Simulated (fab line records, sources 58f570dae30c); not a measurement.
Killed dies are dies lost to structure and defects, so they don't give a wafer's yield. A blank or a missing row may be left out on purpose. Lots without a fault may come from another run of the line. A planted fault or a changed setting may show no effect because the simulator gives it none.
Which tool did it? | flow berkeley_cmos170 | 14 lots, 42 wafers sampled, at 6 steps of a route of 331

WHAT THE GAUGES READ, wafer by wafer
UCB170_PLDD_TW_MEAS_11. Usual: PLDD_TW 1016, standard deviation 6.1.
lot  | measured     | on            | PLDD_TW        | flag
L353 | day 5 22:49  | film_metro-02 | 1019 1014 1019 |
L354 | day 6 10:41  | film_metro-02 | 1013 1019 1016 |
L355 | day 7 00:41  | film_metro-03 | 1012 1017 1012 |
L356 | day 7 14:35  | film_metro-04 | 1021 1025 1023 |
L359 | day 8 00:23  | film_metro-03 | 1008 1015 1014 |
L363 | day 8 06:46  | film_metro-02 | 1070 1074 1070 | OFF
L365 | day 8 22:46  | film_metro-03 | 1069 1065 1067 | OFF
L366 | day 9 07:28  | film_metro-03 | 1014 1015 1010 |
L368 | day 9 07:42  | film_metro-03 | 1015 1017 1016 |
L372 | day 10 00:13 | film_metro-04 | 1031 1034 1031 |
L370 | day 10 00:37 | film_metro-03 | 1004 1007 1010 |
L369 | day 10 01:10 | film_metro-03 | 1010 1006 1007 |
L376 | day 10 20:38 | film_metro-03 | 1012 1003 1012 |
L375 | day 10 20:56 | film_metro-03 | 1007 1014 1009 |

UCB170_PSD_CD_MEAS_06: target cd 1200 nm. Usual: cd_nm 1200.1 nm, standard deviation 1.5.
lot  | measured     | on        | cd_nm (nm)           | flag
L353 | day 6 06:16  | cd_sem-02 | 1199.6 1200.4 1199.5 |
L354 | day 6 19:49  | cd_sem-02 | 1198.4 1199.4 1198.5 |
L355 | day 7 08:23  | cd_sem-02 | 1198.6 1199.3 1199.4 |
L356 | day 7 21:29  | cd_sem-02 | 1201.6 1203.1 1200.8 |
L359 | day 8 07:14  | cd_sem-02 | 1198.0 1198.8 1197.1 |
L363 | day 8 14:26  | cd_sem-02 | 1200.8 1200.5 1200.5 |
L365 | day 9 06:03  | cd_sem-01 | 1199.2 1201.3 1201.9 |
L366 | day 9 18:14  | cd_sem-02 | 1200.6 1200.1 1202.1 |
L368 | day 9 18:18  | cd_sem-01 | 1200.4 1199.9 1200.9 |
L372 | day 10 08:25 | cd_sem-01 | 1199.6 1200.5 1200.1 |
L370 | day 10 08:40 | cd_sem-02 | 1200.1 1200.7 1200.7 |
L369 | day 10 12:07 | cd_sem-02 | 1199.4 1199.1 1197.7 |
L376 | day 11 06:11 | cd_sem-02 | 1198.8 1199.0 1199.2 |
L375 | day 11 07:39 | cd_sem-01 | 1198.7 1198.8 1197.9 |

UCB170_PSD_OVL_MEAS_07. Usual: PSD_OVL 1 nm, standard deviation 5.9.
lot  | measured     | on         | PSD_OVL (nm) | flag
L353 | day 6 06:23  | overlay-01 | -5 1 2       |
L354 | day 6 19:56  | overlay-02 | 5 2 8        |
L355 | day 7 08:28  | overlay-01 | 1 5 -2       |
L356 | day 7 21:37  | overlay-02 | 5 1 2        |
L359 | day 8 07:21  | overlay-01 | -4 -1 3      |
L363 | day 8 14:34  | overlay-01 | -14 -7 -9    |
L365 | day 9 06:10  | overlay-01 | 7 2 1        |
L366 | day 9 18:22  | overlay-01 | 1 1 -4       |
L368 | day 9 18:25  | overlay-02 | 6 10 12      |
L372 | day 10 08:32 | overlay-01 | 6 4 11       |
L370 | day 10 08:47 | overlay-01 | 13 17 11     |
L369 | day 10 12:13 | overlay-01 | -5 -3 -2     |
L376 | day 11 06:15 | overlay-01 | -1 4 5       |
L375 | day 11 07:46 | overlay-01 | -2 -4 -4     |

UCB170_SDANNEAL_RS_MEAS_04: measures by four-point-probe. Usual: PLDD_RS 1030.7 ohm/sq, standard deviation 2.2.
lot  | measured     | on            | PLDD_RS (ohm/sq)     | flag
L353 | day 6 11:55  | film_metro-02 | 1029.4 1030.3 1030.1 |
L354 | day 7 00:48  | film_metro-02 | 1033.4 1031.4 1032.2 |
L355 | day 7 11:41  | film_metro-02 | 1032.1 1032.7 1033.6 |
L356 | day 8 01:11  | film_metro-03 | 1033.9 1031.9 1031.9 |
L359 | day 8 10:54  | film_metro-02 | 1027.3 1028.1 1026.2 |
L363 | day 8 18:58  | film_metro-02 | 897.4 898.6 901.0    | OFF
L365 | day 9 11:42  | film_metro-04 | 899.0 899.5 899.4    | OFF
L366 | day 9 22:29  | film_metro-04 | 1031.1 1032.9 1030.7 |
L368 | day 9 22:58  | film_metro-04 | 1033.3 1034.2 1033.6 |
L372 | day 10 12:38 | film_metro-04 | 1030.3 1028.1 1027.2 |
L370 | day 10 12:37 | film_metro-03 | 1030.2 1027.8 1028.1 |
L369 | day 10 15:36 | film_metro-03 | 1032.2 1032.7 1031.4 |
L376 | day 11 10:34 | film_metro-04 | 1027.8 1029.8 1034.8 |
L375 | day 11 12:51 | film_metro-03 | 1032.0 1029.9 1036.4 |

WHICH TOOL RAN EACH LOT (tool, then ch and the chambers of the sampled wafers, then the start)
lot  | UCB170_GATE_ETCH_14               | UCB170_PLDD_IMPLANT_09
L353 | rie_diel-04 ch 0,1, day 5 20:34   | implanter-03 ch 0, day 5 22:34
L354 | rie_diel-01 ch 1,2,3, day 6 07:31 | implanter-02 ch 0, day 6 10:26
L355 | rie_diel-01 ch 1,2,3, day 6 22:16 | implanter-03 ch 0, day 7 00:29
L356 | rie_diel-04 ch 1,2, day 7 12:30   | implanter-03 ch 0, day 7 14:20
L359 | rie_diel-03 ch 0,1,3, day 7 21:38 | implanter-03 ch 0, day 8 00:08
L363 | rie_diel-03 ch 0,1,3, day 8 03:57 | implanter-03 ch 0, day 8 06:31
L365 | rie_diel-04 ch 0,3, day 8 20:33   | implanter-03 ch 0, day 8 22:31
L366 | rie_diel-04 ch 1,2, day 9 04:53   | implanter-02 ch 0, day 9 07:13
L368 | rie_diel-01 ch 0,1, day 9 05:02   | implanter-01 ch 0, day 9 07:27
L372 | rie_diel-04 ch 2,3, day 9 21:05   | implanter-02 ch 0, day 9 23:59
L370 | rie_diel-03 ch 0,1, day 9 21:28   | implanter-01 ch 0, day 10 00:22
L369 | rie_diel-01 ch 2,3, day 9 21:38   | implanter-01 ch 0, day 10 00:56
L376 | rie_diel-04 ch 0,3, day 10 18:11  | implanter-02 ch 0, day 10 20:24
L375 | rie_diel-04 ch 0,1, day 10 18:43  | implanter-01 ch 0, day 10 20:41
- UCB170_GATE_ETCH_14: etches BARC in N2/H2.
- UCB170_PLDD_IMPLANT_09

WHAT THE TOOLS THEMSELVES READ (means of the sampled wafers that have a number; where no wafer has one, the mark that the record gives instead)
UCB170_GATE_ETCH_14. Usual: drypump_motor_current_A 5.8 A, standard deviation 0.47; oes_product_au 1.002 a.u., standard deviation 0.021; throttle_valve_pct 13.20 %, standard deviation 0.2.
lot  | tool        | drypump_motor_current_A (A) | oes_product_au (a.u.) | throttle_valve_pct (%) | flag
L353 | rie_diel-04 | 5.6                         | 1.003                 | 13.17                  |
L354 | rie_diel-01 | 5.8                         | 0.985                 | 13.04                  |
L355 | rie_diel-01 | 5.8                         | 0.992                 | 13.05                  |
L356 | rie_diel-04 | 5.4                         | 1.020                 | 13.22                  |
L359 | rie_diel-03 | 5.8                         | 1.006                 | 13.49                  |
L363 | rie_diel-03 | 5.7                         | 1.016                 | 13.50                  |
L365 | rie_diel-04 | 5.9                         | 1.013                 | 13.27                  |
L366 | rie_diel-04 | 5.3                         | 1.014                 | 13.20                  |
L368 | rie_diel-01 | 6.5                         | 0.983                 | 12.93                  |
L372 | rie_diel-04 | 5.4                         | 1.013                 | 13.24                  |
L370 | rie_diel-03 | 5.9                         | 0.998                 | 13.64                  |
L369 | rie_diel-01 | 5.4                         | 0.989                 | 13.19                  |
L376 | rie_diel-04 | 5.9                         | 1.021                 | 13.27                  |
L375 | rie_diel-04 | 5.7                         | 1.013                 | 13.19                  |

UCB170_PLDD_IMPLANT_09. Usual: beam_on_s 10.2 s, standard deviation 0.33; dose_ions_cm2 5.001e+13, standard deviation 5.7e+10.
lot  | tool         | beam_on_s (s) | dose_ions_cm2 | flag
L353 | implanter-03 | 10.1          | 5.003e+13     |
L354 | implanter-02 | 10.6          | 5.000e+13     |
L355 | implanter-03 | 10.2          | 4.997e+13     |
L356 | implanter-03 | 10.1          | 5.006e+13     |
L359 | implanter-03 | 9.9           | 4.996e+13     |
L363 | implanter-03 | 13.5          | 6.852e+13     | OFF
L365 | implanter-03 | 13.2          | 6.852e+13     | OFF
L366 | implanter-02 | 10.4          | 4.994e+13     |
L368 | implanter-01 | 10.0          | 5.001e+13     |
L372 | implanter-02 | 10.6          | 5.000e+13     |
L370 | implanter-01 | 9.9           | 4.996e+13     |
L369 | implanter-01 | 10.0          | 5.002e+13     |
L376 | implanter-02 | 10.6          | 5.002e+13     |
L375 | implanter-01 | 9.9           | 5.002e+13     |

THE ANSWER, worked out from the rows above alone
Rule: a lot is off if the mean of its wafers that have a number lies more than 3 standard deviations from the usual mean. A lot without any number at a reading at which 4 lots or more have one is off too. The other lots that the step has rows for count as sound. The gauges are gone through in route order, then the tools' own readings, and for those a lot's mean is taken as printed above. The first step at which some lot is off is used, and at that step the reading that is off furthest; a lot without a number counts as furthest.
Off: L363, L365, at UCB170_PLDD_TW_MEAS_11 (PLDD_TW).
A tool fits if, at a process step before that reading, it ran every lot that is off, and no sound lot after the first of them. The gauges at UCB170_PLDD_TW_MEAS_11 aren't tried: what is off there is off at UCB170_PLDD_IMPLANT_09 too, on other tools, and a gauge's error can't cause that. One fits: implanter-03 at UCB170_PLDD_IMPLANT_09. Its last sound lot is L359 (day 8 00:08), its first lot that is off L363 (day 8 06:31): a fault that began between those two fits.
The tool's own readings at UCB170_PLDD_IMPLANT_09 bear it out: on the lots that are off they differ by more than 5 times the standard deviation of the sound lots' means. beam_on_s reads 13.3 s there against 10.2 s on the sound lots; dose_ions_cm2 reads 6.852e+13 there against 5.000e+13 on the sound lots.

WHAT THE SIMULATOR HAD PUT IN
Process parameter drift: implanter-03, from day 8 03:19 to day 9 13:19, at UCB170_PLDD_IMPLANT_09. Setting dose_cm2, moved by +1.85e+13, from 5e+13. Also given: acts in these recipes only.
Lots struck among those shown: L363, L365. The rule above found the same.
